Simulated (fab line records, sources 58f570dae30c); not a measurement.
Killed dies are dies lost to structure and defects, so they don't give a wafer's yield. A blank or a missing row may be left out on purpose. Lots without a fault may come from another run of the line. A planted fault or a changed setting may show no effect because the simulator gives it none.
A struck lot beside a sound one | flow berkeley_cmos170 | 13 steps out of a route of 331
Sound: wafers L801.1, L801.4, L801.5. Struck: wafers L810.1, L810.3, L810.6. The cause comes at the end.
At each step with rows: each side's tool, then ch and its chambers, then its first start. Under that, the readings that differ: sound wafers | struck wafers | difference of the means | sigmas: that difference in standard deviations of wafers without a fault.
alike: readings whose means differ by less than 2 such deviations, and words and numbers that are the same on both sides. not compared: withheld readings, readings that some wafer has no value for, bounds like >300 that may hide the same value, and numbers for which the record gives no deviation and whose values overlap.
The two part at a step that has a row with sigmas, a row that says differs or no value, or rows on one side only. Numbers that don't overlap but have no deviation are shown without sigmas and don't part them. A reading that every wafer of one side lacks parts them only if that side has two wafers or more.

first, 2 steps without rows for these wafers: UCB170_NLDD_PEB_04; UCB170_NLDD_DEVELOP_05 (develop time 45 s).
UCB170_NLDD_CD_MEAS_06: target cd 1200 nm.
  sound on cd_sem-02, day 6 07:47; struck on cd_sem-02, day 9 01:04
  alike: cd_nm
UCB170_NLDD_OVL_MEAS_07:
  sound on overlay-02, day 6 07:54; struck on overlay-02, day 9 01:11
  alike: NLDD_OVL
then, 2 steps without rows for these wafers: UCB170_NLDD_IMPLANT_08; UCB170_NLDD_IMPLANT_09.
UCB170_NLDD_STRIP_10: strips in O2.
  sound on plasma_asher-01 ch 1, day 6 08:14; struck on plasma_asher-04 ch 1, day 9 01:31
  alike: drypump_motor_current_A, oes_product_au, strip_time_to_endpoint_s
  not compared: rf_hours_counter_h
UCB170_NLDD_TW_MEAS_11:
  sound on film_metro-03, day 6 08:20; struck on film_metro-02, day 9 01:37
  alike: NLDD_TW
then, 1 step without rows for these wafers: UCB170_NLDD_CLEAN_12 (cleans in SPM, time 600 s).
UCB170_SPACER_CVD_00: deposits SiO2 from TEOS/O2, target thk 376 nm, time 47 s.
  sound on pecvd-04 ch 0,1,2, day 6 08:34; struck on pecvd-03 ch 0,1, day 9 02:05
  alike: heater_power_w, rf_fwd_power_W
UCB170_SPACER_THK_MEAS_01:
  sound on film_metro-02, day 6 08:37; struck on film_metro-03, day 9 02:07
  alike: SPACER_TEOS_THK
then, 1 step without rows for these wafers: UCB170_SPACER_ANNEAL_02 (time 1800 s).
UCB170_SPACER_ETCHBACK_03: etches SiO2 in CHF3/CF4/Ar, stops on Si, target depth 376 nm, time 100 s.
  sound on rie_diel-03 ch 0,2,3, day 6 12:43; struck on rie_diel-04 ch 1,3, day 9 04:40
  reading                  | sound             | struck            | difference                    | sigmas
  oes_product_au (a.u.)    | 0.874 0.901 0.919 | 1.009 1.000 0.986 | +0.100                        | +6
  rf_fwd_power_W (W)       | 497.7 497.3 497.0 | - - -             | no value on the struck wafers |
  run_length_s (s)         | 128.1 127.4 127.9 | 88.8 88.8 89.2    | -38.9                         | -83
  model.etch.depth_nm (nm) | 370.3 374.7 382.5 | 253.4 261.2 259.2 | -117.9                        |
  alike: drypump_motor_current_A, throttle_valve_pct
  not compared: rf_hours_counter_h

WHERE THEY PART
Only at UCB170_SPACER_ETCHBACK_03, within this record.

WHY: what the simulator had put in
Process parameter drift: rie_diel-04, from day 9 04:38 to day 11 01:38, at UCB170_SPACER_ETCHBACK_03. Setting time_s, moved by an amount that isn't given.
